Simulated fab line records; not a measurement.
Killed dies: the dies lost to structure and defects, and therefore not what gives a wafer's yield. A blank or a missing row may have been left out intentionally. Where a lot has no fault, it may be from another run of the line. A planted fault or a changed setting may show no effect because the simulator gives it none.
fab line records	flow rit-cmos
record lots=14	wafers=42	last-day=7
route steps=202 shown NSD@139 M1@202
lots that met no fault: taken from a fault-free run of the same line
start-h: hours from the record's first day to the start of the lot's first wafer shown	wait-h: how many hours have passed since the lot's step before this one	" the same as in the row above	L1.1+2: a row that stands for several wafers	- value missing, or start not given	* or withheld: withheld	< > ~ a bound
route shown NAME@n: NAME is a module with steps in the file, n the number in the route of the first one	usual: mean/standard deviation taken from wafers without a fault	same: alike in all rows	chamber/n: place in a boat	sites: per-site readings	_std_site: standard deviation of those values	_edge_site: outer sites' mean less inner sites'	radius-mm: for every site, how far away it sits from the centre of the wafer	mask NAME#n: copy n	behind: tool/chamber where the wafer was last shaped	hold: cause of the lot's hold/its duration in hours/its outcome	device: which transistor (n, p or np) failed to switch	end of line: tests of these same wafers at the route's end	for a step that has no rows: nothing shown but its recipe	killed: not the wafer's yield, but the dies lost to structure and defects at the first sort	map: the dies of a wafer, with x for killed, . for not killed, _ for no die there
set.NAME: setting as actually run; set.NAME@STEP: the setting as run at that earlier step	model.NAME: the simulator's own value behind a step, which no gauge read
route steps across a sampled set of lots; one table per step, one row per wafer
services: a tool's chamber out of use, with start hour (start-h, from the record's first day; less than 0 if before it), hours out, and reason
## steps
# step RIT_NSD_IMPLANT_08
# recipe species=P	energy-kev=25	dose-cm2=1e+15	tilt-deg=7
# usual dose-ions-cm2=1e+15/1.3e+12	end-station-pressure-torr=7.5e-06/3.8e-07	faraday-current-uA=3123/64
lot.wafer	tool	chamber	start-h	wait-h	dose-ions-cm2	end-station-pressure-torr	faraday-current-uA
L246.3	implanter-02	0	63.90	0.1	1.0011e+15	7.5e-06	2998
L246.5	"	0	"	"	1.0015e+15	7.8e-06	3118
L246.6	"	0	"	"	1.0022e+15	6.3e-06	3084
L248.1	implanter-02	0	69.56	0.1	1.0006e+15	7.3e-06	2990
L248.3	"	0	"	"	1.0022e+15	7.6e-06	3145
L248.5	"	0	"	"	1.0016e+15	8e-06	3163
L247.2	implanter-03	0	69.94	0.1	9.978e+14	7.1e-06	3108
L247.4	"	0	"	"	1.0005e+15	7.2e-06	3225
L247.6	"	0	"	"	9.977e+14	8.1e-06	3137
L249.1	implanter-03	0	75.54	0.1	9.989e+14	6.7e-06	3232
L249.2	"	0	"	"	9.979e+14	7.2e-06	3172
L249.3	"	0	"	"	9.982e+14	7.6e-06	3129
L250.1	implanter-03	0	78.91	0.1	9.991e+14	7.9e-06	3096
L250.3	"	0	"	"	1.0018e+15	7.6e-06	3118
L250.6	"	0	"	"	1.0026e+15	7.5e-06	3098
L251.3	implanter-01	0	86.39	0.1	1.0005e+15	7.3e-06	3187
L251.4	"	0	"	"	9.993e+14	7.9e-06	2973
L251.5	"	0	"	"	1e+15	7.5e-06	3116
L252.2	implanter-02	0	88.60	0.1	9.968e+14	7.3e-06	3132
L252.4	"	0	"	"	9.99e+14	7.4e-06	3200
L252.5	"	0	"	"	9.985e+14	7.4e-06	3136
L254.1	implanter-03	0	91.82	0.1	9.997e+14	8.2e-06	3087
L254.2	"	0	"	"	1.0005e+15	7.3e-06	3135
L254.4	"	0	"	"	1.0003e+15	7.2e-06	3092
L257.2	implanter-03	0	108.77	0.1	9.99e+13	5.1e-06	308
L257.3	"	0	"	"	1.001e+14	5.1e-06	311
L257.6	"	0	"	"	9.89e+13	5.6e-06	313
L258.2	implanter-01	0	111.40	0.1	1.0011e+15	7.4e-06	3185
L258.4	"	0	"	"	9.999e+14	7.7e-06	3185
L258.6	"	0	"	"	1.002e+15	7.1e-06	3186
L260.2	implanter-03	0	119.02	0.1	9.94e+13	5.3e-06	324
L260.4	"	0	"	"	9.97e+13	5.8e-06	322
L260.6	"	0	"	"	1.001e+14	5.2e-06	319
L266.1	implanter-01	0	150.82	0.1	1.0011e+15	7.5e-06	3110
L266.2	"	0	"	"	1.0012e+15	7.1e-06	3249
L266.5	"	0	"	"	1.0009e+15	7.4e-06	3090
L267.4	implanter-01	0	157.43	0.1	9.993e+14	7.8e-06	3106
L267.5	"	0	"	"	9.98e+14	7.2e-06	3103
L267.6	"	0	"	"	9.982e+14	7.5e-06	3121
L268.4	implanter-02	0	162.77	0.1	1.0019e+15	7e-06	3145
L268.5	"	0	"	"	1.0021e+15	7.5e-06	3180
L268.6	"	0	"	"	1.0014e+15	7.6e-06	3118
# step RIT_NSD_TW_MEAS_10
# usual NSD_TW=3135/34
lot.wafer	tool	chamber	start-h	wait-h	NSD_TW
L246.3	film-metro-03	-	64.20	0.1	3172
L246.5	"	-	"	"	3176
L246.6	"	-	"	"	3176
L248.1	film-metro-01	-	69.88	0.1	3089
L248.3	"	-	"	"	3107
L248.5	"	-	"	"	3096
L247.2	film-metro-03	-	70.25	0.1	3147
L247.4	"	-	"	"	3168
L247.6	"	-	"	"	3174
L249.1	film-metro-03	-	75.86	0.1	3157
L249.2	"	-	"	"	3156
L249.3	"	-	"	"	3153
L250.1	film-metro-03	-	79.24	0.1	3145
L250.3	"	-	"	"	3152
L250.6	"	-	"	"	3142
L251.3	film-metro-03	-	86.68	0.1	3153
L251.4	"	-	"	"	3159
L251.5	"	-	"	"	3163
L252.2	film-metro-03	-	88.91	0.1	3168
L252.4	"	-	"	"	3168
L252.5	"	-	"	"	3163
L254.1	film-metro-03	-	92.14	0.1	3144
L254.2	"	-	"	"	3136
L254.4	"	-	"	"	3158
L257.2	film-metro-04	-	109.08	0.1	1654
L257.3	"	-	"	"	1660
L257.6	"	-	"	"	1664
L258.2	film-metro-01	-	111.71	0.1	3073
L258.4	"	-	"	"	3083
L258.6	"	-	"	"	3075
L260.2	film-metro-04	-	119.33	0.1	1657
L260.4	"	-	"	"	1648
L260.6	"	-	"	"	1641
L266.1	film-metro-04	-	151.15	0.1	3114
L266.2	"	-	"	"	3112
L266.5	"	-	"	"	3107
L267.4	film-metro-01	-	157.71	0.1	3060
L267.5	"	-	"	"	3082
L267.6	"	-	"	"	3083
L268.4	film-metro-03	-	163.05	0.1	3172
L268.5	"	-	"	"	3161
L268.6	"	-	"	"	3169
# step RIT_SDANNEAL_RS_MEAS_05
# recipe thk-meas-gauge=four-point-probe
# usual NSD_RS=84.40/0.27
lot.wafer	tool	chamber	start-h	wait-h	NSD_RS[ohm/sq]
L246.3	film-metro-01	-	66.56	0.1	84.83
L246.5	"	-	"	"	84.87
L246.6	"	-	"	"	84.61
L248.1	film-metro-04	-	72.16	0.1	83.93
L248.3	"	-	"	"	83.81
L248.5	"	-	"	"	83.92
L247.2	film-metro-01	-	72.56	0.1	84.81
L247.4	"	-	"	"	84.64
L247.6	"	-	"	"	84.91
L249.1	film-metro-04	-	78.16	0.1	84.44
L249.2	"	-	"	"	84.38
L249.3	"	-	"	"	84.44
L250.1	film-metro-03	-	81.41	0.1	84.25
L250.3	"	-	"	"	84.17
L250.6	"	-	"	"	84.52
L251.3	film-metro-01	-	88.85	0.1	84.36
L251.4	"	-	"	"	84.40
L251.5	"	-	"	"	84.34
L252.2	film-metro-04	-	90.95	0.1	84.46
L252.4	"	-	"	"	84.43
L252.5	"	-	"	"	84.25
L254.1	film-metro-04	-	94.68	0.1	84.72
L254.2	"	-	"	"	84.65
L254.4	"	-	"	"	85.04
L257.2	film-metro-03	-	111.12	0.1	488.86
L257.3	"	-	"	"	477.94
L257.6	"	-	"	"	485.23
L258.2	film-metro-01	-	113.97	0.1	84.58
L258.4	"	-	"	"	84.42
L258.6	"	-	"	"	84.43
L260.2	film-metro-03	-	121.41	0.1	488.85
L260.4	"	-	"	"	494.01
L260.6	"	-	"	"	495.69
L266.1	film-metro-03	-	153.19	0.1	84.21
L266.2	"	-	"	"	84.26
L266.5	"	-	"	"	84.33
L267.4	film-metro-04	-	159.79	0.1	84.46
L267.5	"	-	"	"	84.47
L267.6	"	-	"	"	84.64
L268.4	film-metro-03	-	165.27	0.1	84.11
L268.5	"	-	"	"	84.18
L268.6	"	-	"	"	84.36
# step RIT_M1_PROBE_99
# usual killed_at_M0_to_M3=0.0/0.083	killed-at-contacts=0.1/0.38	killed-at-front-end=7/3.2	killed-dies=7/3.2	killed-on-rim=1.9/1.5	killed-open=3.6/2.1	killed-short=3.5/2
# same gross-dies=264	killed_at_M4_up=0	killed-at-back-side=0	killed-at-other=0
lot.wafer	tool	chamber	start-h	wait-h	killed_at_M0_to_M3	killed-at-contacts	killed-at-front-end	killed-dies	killed-on-rim	killed-open	killed-short
L247.2	prober-01	-	80.79	0.1	0	0	9	9	1	5	4
L247.4	prober-01	-	80.89	0.2	0	0	8	8	1	4	4
L247.6	prober-01	-	80.99	0.2	0	0	9	9	2	7	2
L250.1	prober-01	-	89.23	0.1	0	0	7	7	2	3	4
L250.3	prober-01	-	89.33	0.2	0	0	6	6	1	3	3
L250.6	prober-01	-	89.48	0.2	0	0	10	10	4	3	7
L251.3	prober-02	-	97.14	0.2	0	0	13	13	3	8	5
L251.4	prober-02	-	97.19	0.2	0	0	8	8	1	4	4
L251.5	prober-02	-	97.24	0.2	0	0	3	3	1	0	3
L258.2	prober-01	-	121.42	0.1	0	0	11	11	2	2	9
L258.4	prober-01	-	121.52	0.2	0	0	5	5	2	4	1
L258.6	prober-01	-	121.62	0.2	0	0	3	3	0	2	1
L260.2	prober-01	-	128.83	0.1	0	0	4	4	1	2	2
L260.4	prober-01	-	128.93	0.2	0	0	10	10	3	6	4
L260.6	prober-01	-	129.03	0.2	0	0	8	8	3	4	4
L268.4	prober-01	-	174.38	0.2	0	0	5	5	1	3	2
L268.5	prober-01	-	174.43	0.2	0	0	5	5	1	0	5
L268.6	prober-01	-	174.48	0.2	0	0	7	7	2	5	2
# killed by level:class
L247.2 GATE:geometric-particle:open=3 GATE:geometric-particle:short=2 FOX1:geometric-particle:short=1 FOX2:geometric-particle:open=1 REOX:geometric-particle:short=1 SPACER:geometric-particle:open=1
L247.4 GATE:geometric-particle:short=3 GATE:geometric-particle:open=3 REOX:geometric-particle:short=1 REOX:geometric-particle:open=1
L247.6 GATE:geometric-particle:open=5 SPACER:geometric-particle:open=2 GATE:geometric-particle:short=1 SPACER:geometric-particle:short=1
L250.1 REOX:geometric-particle:short=2 GATE:geometric-particle:short=1 GATE:geometric-particle:open=1 REOX:geometric-particle:open=1 SPACER:geometric-particle:short=1 SILICIDE:geometric-particle:open=1
L250.3 FOX1:geometric-particle:short=1 FOX2:geometric-particle:open=1 GATE:geometric-particle:open=1 GATE:geometric-particle:short=1 REOX:geometric-particle:short=1 SPACER:geometric-particle:open=1
L250.6 GATE:geometric-particle:short=5 FOX1:geometric-particle:open=1 FOX1:geometric-particle:short=1 GATE:geometric-particle:open=1 REOX:geometric-particle:open=1 SILICIDE:geometric-particle:short=1
L251.3 SILICIDE:geometric-particle:open=4 GATE:geometric-particle:open=2 FOX1:geometric-particle:short=1 FOX1:geometric-particle:open=1 FOX2:geometric-particle:short=1 GATE:geometric-particle:short=1 REOX:geometric-particle:short=1 SPACER:geometric-particle:short=1
L251.4 GATE:geometric-particle:short=2 REOX:geometric-particle:short=2 SPACER:geometric-particle:open=2 FOX1:geometric-particle:open=1 GATE:geometric-particle:open=1
L251.5 GATE:geometric-particle:short=3
L258.2 GATE:geometric-particle:short=4 SPACER:geometric-particle:short=3 SPACER:geometric-particle:open=2 FOX2:geometric-particle:short=1 SILICIDE:geometric-particle:short=1
L258.4 SPACER:geometric-particle:open=3 GATE:geometric-particle:short=1 SILICIDE:geometric-particle:open=1
L258.6 ACTIVE:geometric-particle:short=1 FOX1:geometric-particle:open=1 REOX:geometric-particle:open=1
L260.2 GATE:geometric-particle:open=1 REOX:geometric-particle:short=1 SPACER:geometric-particle:short=1 SILICIDE:geometric-particle:open=1
L260.4 GATE:geometric-particle:open=3 FOX1:geometric-particle:short=2 SPACER:geometric-particle:open=2 GATE:geometric-particle:short=1 REOX:geometric-particle:open=1 SPACER:geometric-particle:short=1
L260.6 GATE:geometric-particle:short=2 GATE:geometric-particle:open=2 FOX1:geometric-particle:open=1 REOX:geometric-particle:short=1 REOX:geometric-particle:open=1 SPACER:geometric-particle:short=1
L268.4 FOX1:geometric-particle:open=1 FOX1:geometric-particle:short=1 FOX2:geometric-particle:open=1 GATE:geometric-particle:short=1 SILICIDE:geometric-particle:open=1
L268.5 SILICIDE:geometric-particle:short=3 GATE:geometric-particle:short=1 REOX:geometric-particle:short=1
L268.6 SPACER:geometric-particle:open=3 ACTIVE:geometric-particle:open=1 FOX1:geometric-particle:short=1 GATE:geometric-particle:open=1 SPACER:geometric-particle:short=1
## services
tool	chamber	start-h	hours	kind
implanter-02	-	41.45	1.7	repair
implanter-03	-	45.43	5.1	repair
implanter-02	-	85.54	1.1	repair
implanter-03	-	119.76	7.8	repair
implanter-03	-	147.86	17.0	repair
implanter-01	-	159.53	1.7	repair
## key
first-sign step=RIT_NSD_IMPLANT_08	reading=dose-ions-cm2	direction=down	sigmas=99+	usual=1e+15	struck=9.97e+13
effect step=RIT_NSD_IMPLANT_08	reading=faraday-current-uA	direction=down	sigmas=44	usual=3123	struck=316
effect step=RIT_NSD_TW_MEAS_10	reading=NSD_TW	direction=down	sigmas=43	usual=3135	struck=1654
effect step=RIT_SDANNEAL_RS_MEAS_05	reading=NSD_RS	direction=up	sigmas=99+	usual=84.40	struck=488.43
met-at RIT_NSD_IMPLANT_08
struck-lots L257,L260
tester-left-out L257,L260
onset-between 91.82 108.77
fault kind=process-parameter-drift	tool=implanter-03	chamber=-	onset-h=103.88	steps=RIT_NSD_IMPLANT_08	channel=dose-cm2	offset=-9e+14	shape=step	end-h=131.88	acts-in=these-recipes-only	stated=1e+15
# tester-left-out: of these lots the tester's yield and bins aren't shown, on N5 and GAA mostly nor the transistor test; their killed dies are dies lost to structure and defects alone, not to doping, threshold or leakage, so they don't give the yield
